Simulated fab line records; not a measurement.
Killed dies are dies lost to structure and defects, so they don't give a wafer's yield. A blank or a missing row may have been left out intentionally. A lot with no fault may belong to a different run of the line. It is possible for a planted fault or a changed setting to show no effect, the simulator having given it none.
A single fault, viewed from 2 desks ; flow rit_cmos ; only its own numbers are on each desk; what lay behind them is given at the end

== THE METROLOGY DESK ==
Means of the sampled wafers that have a number, per lot and without regard to the tool the lot ran on: this is what the gauges read. The brackets show how far a lot's mean lies from the usual mean; more than 4 standard deviations puts the lot out of limits, marked OUT.
Columns: A = ACTIVE_NITRIDE_THK at RIT_ACTIVE_THK_MEAS_04, usual 149.6 nm
lot;first seen here;A
L629;day 1 13:33;149.3
L630;day 1 18:33;148.0
L631;day 2 00:14;149.6
L633;day 2 09:32;149.3
L636;day 3 00:33;150.9
L637;day 3 05:32;148.7
L639;day 3 16:16;148.4
L640;day 3 20:32;148.2
L641;day 4 02:15;198.6 (+35) OUT
L642;day 4 06:32;150.9
L643;day 4 11:32;151.8
L644;day 4 17:30;199.1 (+35) OUT
L647;day 5 07:32;148.8
L652;day 6 09:07;151.1
Finding of this desk: L641, L644 out of limits, first seen on L641 at day 4 02:15 (ACTIVE_NITRIDE_THK at RIT_ACTIVE_THK_MEAS_04). L629, L630, L631, L633, L636, L637, L639, L640, L642, L643, L647, L652: within limits.

== THE TOOL OWNER'S DESK: lpcvd-02 ==
The tool's own readings at RIT_ACTIVE_CVD_03 (deposits Si3N4 from SiH2Cl2/NH3, target thk 150 nm, time 1500 s): means of the sampled wafers that have a number, for each lot that ran on this tool. The brackets show how far a lot's mean lies from the usual mean; more than 4 standard deviations puts the lot out of limits, marked OUT.
Columns: A = nh3_flow_sccm at RIT_ACTIVE_CVD_03, usual 150.0 sccm; B = spike_tc_source_C at RIT_ACTIVE_CVD_03, usual 832.1 C
lot;first seen here;A;B
L630;day 1 17:07;150.4;832.9
L631;day 1 22:07;149.9;834.5
L633;day 2 08:07;150.3;833.1
L636;day 2 23:07;150.2;834.2
L639;day 3 14:07;149.6;834.4
L641;day 4 00:07;150.3;833.7
L644;day 4 16:05;150.7;834.7
Result from this desk: across the 7 lots, nothing is out of limits.

== ALL TOGETHER ==
L641, L644 would have let the metrology desk raise an alarm at day 4 02:15.
The tool owner's desk saw nothing out of limits.
On record at the tool owner's desk: L641, L644, within its limits.
All the named lots went through RIT_ACTIVE_CVD_03 on lpcvd-02.

== WHAT HAD BEEN PUT IN BY THE SIMULATOR ==
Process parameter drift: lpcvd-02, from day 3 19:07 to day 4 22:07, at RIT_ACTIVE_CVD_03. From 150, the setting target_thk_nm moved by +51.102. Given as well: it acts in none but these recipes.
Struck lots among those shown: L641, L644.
Hours from the fault's start to each desk's first reading out of limits: the metrology desk, 7.
